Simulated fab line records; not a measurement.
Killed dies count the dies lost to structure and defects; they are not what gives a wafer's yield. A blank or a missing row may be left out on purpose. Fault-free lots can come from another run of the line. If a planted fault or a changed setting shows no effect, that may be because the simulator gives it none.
Struck lot and sound lot, side by side    flow rit cmos    28 out of 202 route steps
Sound: wafers L168.1, L168.3, L168.6. Struck: wafers L160.1, L160.2, L160.5. The cause is given at the end.
Per side, at each step with rows, come the tool, then ch with its chambers, and then its first start. Under that, the readings that differ: sound wafers    struck wafers    difference of the means    sigmas: that difference in standard deviations of wafers without a fault.
alike: readings with means less than 2 such deviations apart, plus words and numbers identical on both sides. not compared: withheld readings, readings lacking a value on some wafer, bounds such as >300 that could conceal the same value, and numbers that have no deviation in the record and whose values overlap.
Wherever a step has rows on one side only, a row that says differs or no value, or a row with sigmas, the two part there. When numbers do not overlap yet have no deviation, they are printed without sigmas and do not part them. Lack of a reading on every wafer of one side parts them only where that side has two or more wafers.

RIT_ACTIVE_BOW_MEAS_00:
  sound on film metro-03 at day 5 09:00; struck on film metro-03 at day 3 17:00
  alike: INCOMING_BOW
RIT_ACTIVE_OXIDATION_01: target thk 46.8 nm, ox time 3360 s.
  sound on furnace-03 ch 0, day 5 10:28; struck on furnace-04 ch 0, day 3 18:14
reading                                        sound              struck                difference  sigmas
ox temp c (C)                                  998.8 999.6 999.0  1000.8 1000.1 1000.5  +1.3        +3
model.SiO2_of_ACTIVE_OXIDATION_01.thk nm (nm)  46.68 47.32 46.83  39.12 40.04 40.14     -7.18       
RIT_ACTIVE_THK_MEAS_02:
  sound on film metro-03 at day 5 12:23; struck on film metro-02 at day 3 20:10
reading                sound           struck          difference  sigmas
ACTIVE_OXIDE_THK (nm)  46.7 47.3 46.8  39.2 40.0 40.1  -7.2        -7
then, 1 step without rows for these wafers: RIT_ACTIVE_CVD_03 (deposits Si3N4 from SiH2Cl2/NH3, target thk 150 nm, time 1500 s).
RIT_ACTIVE_THK_MEAS_04:
  sound on film metro-04 at day 5 13:52; struck on film metro-03 at day 3 21:39
reading                  sound              struck             difference  sigmas
ACTIVE_NITRIDE_THK (nm)  151.3 152.3 152.7  149.3 147.4 148.9  -3.6        -3
then, 6 steps without rows for these wafers: RIT_ACTIVE_HMDS_05 (prime time 60 s); RIT_ACTIVE_COAT_06 (resist thk 1000 nm); RIT_ACTIVE_SOFTBAKE_07 (time 60 s); RIT_ACTIVE_EXPOSE_08 (exposes mask M1, target cd 1400 nm); RIT_ACTIVE_PEB_09; RIT_ACTIVE_DEVELOP_10 (develop time 50 s).
RIT_ACTIVE_CD_MEAS_11: target cd 1400 nm.
  sound on cd sem-01 at day 5 14:47; struck on cd sem-01 at day 3 22:44
  alike: cd nm
then, 1 step without rows for these wafers: RIT_ACTIVE_HARDBAKE_12 (time 60 s).
RIT_ACTIVE_ETCH_13: etches Si3N4 in SF6, stops on SiO2, time 210 s, target depth 210 nm.
  sound on rie diel-04 ch 0,2,3, day 5 15:03; struck on rie diel-04 ch 0,1,3, day 3 23:00
  alike: drypump motor current A, oes product au, throttle valve pct
  not compared: rf hours counter h
RIT_ACTIVE_STRIP_14: strips in O2, time 180 s.
  sound on plasma asher-02 ch 0,1, day 5 15:11; struck on plasma asher-03 ch 0,1, day 3 23:08
  alike: drypump motor current A
  not compared: rf hours counter h
RIT_ACTIVE_CD_MEAS_90: target cd 1400 nm.
  sound on cd sem-02 at day 5 15:22; struck on cd sem-01 at day 3 23:19
  alike: cd nm
then, 4 steps without rows for these wafers: RIT_ACTIVE_CLEAN_15 (cleans in SC1, time 600 s); RIT_ACTIVE_CLEAN_16 (cleans in dHF, time 30 s); RIT_ACTIVE_CLEAN_17 (cleans in SC2, time 600 s); RIT_FOX1_OXIDATION_00 (target thk 350.7 nm, ox time 1130 s).
RIT_FOX1_THK_MEAS_01:
  sound on film metro-02 at day 5 18:25; struck on film metro-01 at day 4 03:40
  alike: FOX1_OXIDE_THK
then, 2 steps without rows for these wafers: RIT_FOX1_WET_ETCH_02 (etches SiO2 in BOE, target depth 350 nm, time 390 s); RIT_FOX2_OXIDATION_00 (target thk 350.7 nm, ox time 1130 s).
RIT_FOX2_THK_MEAS_01:
  sound on film metro-02 at day 5 19:55; struck on film metro-01 at day 4 06:53
  alike: FOX2_OXIDE_THK
then, 1 step without rows for these wafers: RIT_FOX2_CLEAN_02 (cleans in dHF, time 180 s).
RIT_FOX2_WET_ETCH_03: etches Si3N4 in H3PO4, target depth 195 nm, time 2700 s.
  sound on wet bench-04 ch 1, day 5 20:02; struck on wet bench-01 ch 0, day 4 07:01
reading                                        sound             struck            difference  sigmas
model.SiO2_of_ACTIVE_OXIDATION_01.thk nm (nm)  41.6 42.15 41.71  34.68 35.51 35.6  -6.56       
RIT_FOX2_THK_MEAS_90:
  sound on film metro-02 at day 5 20:47; struck on film metro-01 at day 4 07:46
  alike: FIELD_OXIDE_LEFT_1_THK
RIT_M1_PROBE_99:
  sound on prober-02 at day 7 15:22; struck on prober-02 at day 5 22:49
reading                              sound              struck             difference  sigmas
model.etest.pldd.width nm (nm)       3170 3157 3179     3251 3223 3229     +66         
model.etest.nldd.width nm (nm)       3165 3165 3155     3252 3229 3245     +80         
model.etest.pplus sal.width nm (nm)  3458 3439 3443     3479 3486 3499     +41         
model.etest.nplus sal.width nm (nm)  3454 3427 3438     3497 3478 3492     +49         
model.etest.nmos narrow.drive ua um  222.7 223.5 225.1  245.9 235.1 241.8  +17.2       
  alike: killed at contacts, killed at front end, killed dies, killed open, killed short
  not compared: model.etest.pmos narrow.drive ua um

WHERE THEY PART
First at RIT_ACTIVE_OXIDATION_01; last, within this record, at RIT_ACTIVE_THK_MEAS_04. Later steps at which nothing parts them and some readings are alike: RIT_ACTIVE_CD_MEAS_11, RIT_ACTIVE_ETCH_13, RIT_ACTIVE_STRIP_14, RIT_ACTIVE_CD_MEAS_90, RIT_FOX1_THK_MEAS_01, RIT_FOX2_THK_MEAS_01, RIT_FOX2_THK_MEAS_90, RIT_M1_PROBE_99.

WHY: what had been put in by the simulator
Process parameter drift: furnace-04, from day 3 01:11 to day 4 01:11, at RIT_ACTIVE_OXIDATION_01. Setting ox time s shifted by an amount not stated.
